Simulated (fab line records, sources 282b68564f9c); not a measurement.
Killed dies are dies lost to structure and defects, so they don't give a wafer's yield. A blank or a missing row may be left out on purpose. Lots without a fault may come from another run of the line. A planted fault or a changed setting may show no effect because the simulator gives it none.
fab line records | flow rit_cmos | part 2 of 2: steps 35 to 48 of 48
record lots=5 wafers=15 last_day=7
route steps=202 shown PRETRO@70 GATE@75 FOX2@80 REOX@98 NLDD@103 PLDD@114
lots that met no fault: from a run of the same line without faults
start_h: hours from the record's first day to the start of the lot's first wafer shown | wait_h: hours since the lot's step before | " the same as in the row above | L1.1+2: a row that stands for several wafers | - no value, or no start given | * or withheld: withheld | < > ~ a bound
route shown NAME@n: a module of which the file shows steps, and the number in the route of the first | usual: mean/standard deviation of fault-free wafers | same: alike in all rows | chamber/n: place in a boat | sites: the reading at each site | _std_site: their standard deviation | _edge_site: outer sites' mean less inner sites' | radius_mm: how far each site lies from the wafer's centre | mask NAME#n: copy n | behind: the tool/chamber that last shaped the wafer | hold: why the lot was held/for how many hours/how that ended | device: the transistor (n, p or np) that didn't switch | end of line: the same wafers' tests at the end of the route | a step without rows: its recipe alone | killed: dies lost to structure and defects at the first sort, not the wafer's yield | map: a wafer's dies, x killed, . not, _ none there
set.NAME: the setting as run; set.NAME@STEP: as run at that earlier step | model.NAME: the simulator's own value behind a step, which no gauge read
lots at some steps of the route; a table a step, a row a wafer
services: from which hour (start_h, from the record's first day; less than 0 if before it) a tool's chamber was out of use, for how many hours, and why
## steps
# step RIT_NLDD_COAT_01
# recipe resist=NOVOLAK spin_rpm=3250 resist_thk_nm=1000
# usual spin_speed_rpm=3250.4/2.7
# columns lot.wafer tool chamber start_h wait_h spin_speed_rpm
L076.3 litho_track-03 0 57.30 0.1 3253.5
L076.5 " 0 " " 3246.9
L076.6 " 0 " " 3249.5
L084.1 litho_track-03 0 93.43 0.1 3250.6
L084.5 " 0 " " 3247.2
L084.6 " 0 " " 3253.3
L089.3 litho_track-01 0 119.32 0.1 3249.9
L089.4 " 0 " " 3251.4
L089.5 " 0 " " 3254.2
L093.2 litho_track-01 0 140.47 0.1 3246.0
L093.3 " 0 " " 3249.1
L093.5 " 0 " " 3250.6
L094.1 litho_track-04 0 145.69 0.1 3252.5
L094.3 " 0 " " 3251.5
L094.6 " 0 " " 3251.4
# step RIT_NLDD_SOFTBAKE_02
# recipe resist=NOVOLAK temp_c=90 time_s=60
# columns lot.wafer tool chamber start_h wait_h
L076.3+5+6 litho_track-03 0 57.45 0.1
L084.1+5+6 litho_track-03 0 93.58 0.1
L089.3+4+5 litho_track-01 0 119.47 0.1
L093.2+3+5 litho_track-01 0 140.62 0.1
L094.1+3+6 litho_track-04 0 145.84 0.1
# step RIT_NLDD_EXPOSE_03
# recipe mask_id=M7 na=0.57 target_cd_nm=40700 dose_mj=250
# columns lot.wafer tool chamber start_h wait_h mask
L076.3+5+6 iline_stepper-01 0 57.71 0.2 M7#0
L084.1+5+6 iline_stepper-01 0 93.86 0.2 M7#0
L089.3+4+5 iline_stepper-01 0 119.61 0.1 M7#0
L093.2+3+5 iline_stepper-01 0 140.76 0.1 M7#0
L094.1+3+6 iline_stepper-02 0 146.12 0.2 M7#0
# step RIT_NLDD_PEB_04
# recipe resist=NOVOLAK temp_c=withheld time_s=withheld
# columns lot.wafer tool chamber start_h wait_h
L076.3+5+6 litho_track-01 0 57.84 0.1
L084.1+5+6 litho_track-01 0 93.97 0.1
L089.3+4+5 litho_track-04 0 119.74 0.1
L093.2+3+5 litho_track-04 0 140.88 0.1
L094.1+3+6 litho_track-04 0 146.23 0.1
# step RIT_NLDD_DEVELOP_05
# recipe resist=NOVOLAK develop_time_s=50 dev_temp_c=23
# columns lot.wafer tool chamber start_h wait_h
L076.3+5+6 litho_track-01 0 - -
L084.1+5+6 litho_track-01 0 - -
L089.3+4+5 litho_track-04 0 - -
L093.2+3+5 litho_track-04 0 - -
L094.1+3+6 litho_track-04 0 - -
# step RIT_NLDD_OVL_MEAS_06
# usual NLDD_OVL=-0.7/1.5
# columns lot.wafer tool chamber start_h wait_h NLDD_OVL[nm]
L076.3 overlay-02 - 58.08 - -3.6
L076.5 " - " " -2.8
L076.6 " - " " -0.5
L084.1 overlay-02 - 94.26 - 0.3
L084.5 " - " " -1.4
L084.6 " - " " -0.9
L089.3 overlay-01 - 119.99 - -2.0
L089.4 " - " " -1.6
L089.5 " - " " -1.2
L093.2 overlay-01 - 141.15 - 0.3
L093.3 " - " " 1.7
L093.5 " - " " 0.4
L094.1 overlay-02 - 146.52 - 1.3
L094.3 " - " " -1.1
L094.6 " - " " -2.3
# step RIT_NLDD_HARDBAKE_07
# recipe resist=NOVOLAK temp_c=140 time_s=60
# columns lot.wafer tool chamber start_h wait_h
L076.3+5+6 litho_track-03 0 58.16 0.1
L084.1+5+6 litho_track-04 0 94.46 0.2
L089.3+4+5 litho_track-04 0 120.06 0.1
L093.2+3+5 litho_track-01 0 141.20 0.0
L094.1+3+6 litho_track-04 0 146.55 0.0
# step RIT_NLDD_IMPLANT_08
# recipe species=P energy_kev=20 dose_cm2=5e+14 tilt_deg=7
# columns lot.wafer tool chamber start_h wait_h
L076.3+5+6 implanter-04 0 58.31 0.1
L084.1+5+6 implanter-04 0 94.61 0.1
L089.3+4+5 implanter-01 0 120.21 0.1
L093.2+3+5 implanter-03 0 141.35 0.1
L094.1+3+6 implanter-03 0 146.70 0.1
# step RIT_NLDD_STRIP_09
# recipe chemistry=O2 time_s=180 resist=NOVOLAK platen_temp_c=withheld power_w=500 pressure_mtorr=4000 o2_flow_sccm=4000
# usual chamber_pressure_mTorr=4000/3.9 drypump_motor_current_A=5.5/0.4 o2_flow_sccm=4001/12 rf_refl_power_W=7.6/1.5
# columns lot.wafer tool chamber start_h wait_h chamber_pressure_mTorr drypump_motor_current_A o2_flow_sccm rf_hours_counter_h rf_refl_power_W
L076.3 plasma_asher-04 0 58.47 0.1 4003 5.3 4001 - 5.4
L076.5 " 1 " " 3999 6.1 4012 - 9.4
L076.6 " 0 " " 4006 5.3 3998 - 5.3
L084.1 plasma_asher-03 0 94.76 0.1 4000 5.3 3997 47 6.4
L084.5 " 1 " " 3991 6.1 3995 - 9.1
L084.6 " 0 " " 4002 5.3 4004 - 6.3
L089.3 plasma_asher-02 1 120.37 0.1 4003 5.1 4010 - 8.6
L089.4 " 0 " " 3996 5.2 4011 - 7.2
L089.5 " 1 " " 3992 5.1 4012 - 8.1
L093.2 plasma_asher-02 1 141.48 0.1 4001 5.1 4001 37 8.3
L093.3 " 0 " " 4002 5.3 3981 - 6.9
L093.5 " 0 " " 3993 5.3 3983 - 7.4
L094.1 plasma_asher-02 1 146.85 0.1 3998 5.1 3995 37 8.4
L094.3 " 1 " " 4000 5.1 3981 - 8.1
L094.6 " 1 " " 3998 5.1 3995 - 8.1
# step RIT_NLDD_TW_MEAS_10
# usual NLDD_TW=2490/9.7
# columns lot.wafer tool chamber start_h wait_h NLDD_TW
L076.3 film_metro-03 - 58.60 0.1 2487
L076.5 " - " " 2485
L076.6 " - " " 2485
L084.1 film_metro-02 - 94.93 0.1 2498
L084.5 " - " " 2478
L084.6 " - " " 2494
L089.3 film_metro-01 - 120.51 0.1 2490
L089.4 " - " " 2510
L089.5 " - " " 2499
L093.2 film_metro-01 - 141.66 0.1 2491
L093.3 " - " " 2487
L093.5 " - " " 2486
L094.1 film_metro-03 - 147.03 0.1 2484
L094.3 " - " " 2493
L094.6 " - " " 2482
# step RIT_PLDD_HMDS_00
# recipe prime_time_s=60 prime_temp_c=140
# columns lot.wafer tool chamber start_h wait_h
L076.3+5+6 litho_track-02 0 58.89 0.3
L084.1+5+6 litho_track-02 0 94.99 0.1
L089.3+4+5 litho_track-02 0 120.60 0.1
L093.2+3+5 litho_track-01 0 141.74 0.1
L094.1+3+6 litho_track-02 0 147.09 0.1
# step RIT_PLDD_COAT_01
# recipe resist=NOVOLAK spin_rpm=3250 resist_thk_nm=1000
# usual spin_speed_rpm=3249.9/2.1
# columns lot.wafer tool chamber start_h wait_h spin_speed_rpm
L076.3 litho_track-02 0 59.04 0.1 3249.2
L076.5 " 0 " " 3251.7
L076.6 " 0 " " 3252.6
L084.1 litho_track-02 0 95.14 0.1 3249.4
L084.5 " 0 " " 3253.6
L084.6 " 0 " " 3250.3
L089.3 litho_track-02 0 120.75 0.1 3250.3
L089.4 " 0 " " 3249.1
L089.5 " 0 " " 3248.7
L093.2 litho_track-01 0 141.89 0.1 3250.3
L093.3 " 0 " " 3251.3
L093.5 " 0 " " 3253.7
L094.1 litho_track-02 0 147.24 0.1 3252.2
L094.3 " 0 " " 3250.0
L094.6 " 0 " " 3252.6
# step RIT_PLDD_SOFTBAKE_02
# recipe resist=NOVOLAK temp_c=90 time_s=60
# columns lot.wafer tool chamber start_h wait_h
L076.3+5+6 litho_track-02 0 59.19 0.1
L084.1+5+6 litho_track-02 0 95.29 0.1
L089.3+4+5 litho_track-02 0 120.90 0.1
L093.2+3+5 litho_track-01 0 142.04 0.1
L094.1+3+6 litho_track-02 0 147.39 0.1
# step RIT_PLDD_EXPOSE_03
# recipe mask_id=M8 na=0.57 target_cd_nm=40900 dose_mj=250
# columns lot.wafer tool chamber start_h wait_h mask
L076.3+5+6 iline_stepper-02 0 59.33 0.1 M8#0
L084.1+5+6 iline_stepper-01 0 95.57 0.2 M8#0
L089.3+4+5 iline_stepper-02 0 121.16 0.2 M8#0
L093.2+3+5 iline_stepper-01 0 142.18 0.1 M8#0
L094.1+3+6 iline_stepper-02 0 147.74 0.3 M8#0
## services
# columns tool chamber start_h hours kind
lpcvd-01 - 21.68 3.0 repair
rie_si-02 0 47.12 - clean
rie_si-02 0 47.12 19.0 scheduled_down
rie_si-02 0 47.12 19.0 vent_cycle
iline_stepper-01 - 61.48 1.7 pm
implanter-03 - 62.84 6.5 pm
implanter-02 - 64.13 5.5 pm
iline_stepper-01 0 71.56 - calibration
rie_si-02 2 77.92 3.8 repair
plasma_asher-03 - 86.96 2.8 repair
iline_stepper-02 - 95.08 4.4 pm
iline_stepper-01 - 106.96 4.4 pm
plasma_asher-03 - 108.75 9.0 pm
plasma_asher-03 0 108.75 9.0 vent_cycle
plasma_asher-03 1 108.75 9.0 vent_cycle
rie_si-01 2 109.78 12.4 repair
iline_stepper-02 - 115.69 1.7 pm
plasma_asher-03 0 117.75 - clean
implanter-03 - 123.40 2.7 repair
lpcvd-02 - 125.28 0.9 repair
wet_bench-02 - 126.56 1.8 repair
implanter-01 - 134.04 2.3 repair
plasma_asher-04 - 136.28 2.8 pm
furnace-01 - 139.15 3.3 pm
